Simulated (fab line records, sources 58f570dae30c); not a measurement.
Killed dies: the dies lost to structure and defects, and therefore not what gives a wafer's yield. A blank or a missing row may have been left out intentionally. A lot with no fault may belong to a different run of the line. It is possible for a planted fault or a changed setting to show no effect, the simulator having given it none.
One fault through the eyes of 2 desks ; flow berkeleyCmos170 ; each desk holds nothing but its own numbers, with what lay behind them at the end

AT THE TOOL OWNER'S DESK: pecvd-02
The tool's own readings at UCB170_V1_CVD_00 (deposits SiO2 from TEOS/O2, target thk 2000 nm, time 250 s): means of the sampled wafers that have a number, for each lot that ran on this tool. If a lot's mean is further than 4 standard deviations from the usual mean, the lot is out of limits and carries the mark OUT (the distance appears in the brackets).
Columns: A = heaterPowerW at UCB170_V1_CVD_00, usual 257 W; B = rfFwdPowerW at UCB170_V1_CVD_00, usual 548.2 W
lot;first seen here;A;B
L472;day 7 14:25;227;547.2
L473;day 7 20:52;209;548.8
L475;day 9 00:32;246;549.1
L485;day 10 07:35;333;328.8 (-99 or more) OUT
L486;day 10 17:35;323;326.7 (-99 or more) OUT
This desk finds L485, L486 out of limits, L485 being first, at day 10 07:35 (rfFwdPowerW at UCB170_V1_CVD_00). In limits: L472, L473, L475.

METROLOGY DESK
What the gauges read, lot by lot, whatever tool the lot ran on: means of the sampled wafers that have a number. If a lot's mean is further than 4 standard deviations from the usual mean, the lot is out of limits and carries the mark OUT (the distance appears in the brackets).
Columns: A = V1_TEOS_THK at UCB170_V1_THK_MEAS_01, usual 1987 nm
lot;first seen here;A
L471;day 7 14:35;2019
L472;day 7 14:35;1956
L470;day 7 14:44;1999
L473;day 7 21:02;1983
L474;day 7 21:03;1996
L477;day 9 00:33;2000
L478;day 9 00:33;2022
L475;day 9 00:41;1993
L485;day 10 07:45;1685 (-11) OUT
L486;day 10 17:44;1692 (-11) OUT
L490;day 11 09:50;2014
L488;day 11 09:50;1992
L492;day 11 21:56;1971
L493;day 12 12:43;1977
This desk's finding: out of limits on L485, L486; first on L485, day 10 07:45 (V1_TEOS_THK at UCB170_V1_THK_MEAS_01). In limits: L471, L472, L470, L473, L474, L477, L478, L475, L490, L488, L492, L493.

ALL TOGETHER
At day 10 07:35, on L485, L486, the tool owner's desk was in a position to raise an alarm.
Metrology desk: alarm possible at day 10 07:45 on L485, L486.
All the named lots went through UCB170_V1_CVD_00 on pecvd-02.

WHAT THE SIMULATOR HAD PUT IN
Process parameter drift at UCB170_V1_CVD_00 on pecvd-02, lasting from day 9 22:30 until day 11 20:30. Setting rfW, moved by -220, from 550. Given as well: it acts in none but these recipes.
Lots struck among those shown: L485, L486.
Time in hours from fault onset to the first out-of-limits reading at each desk: tool owner's desk 9, metrology desk 9.
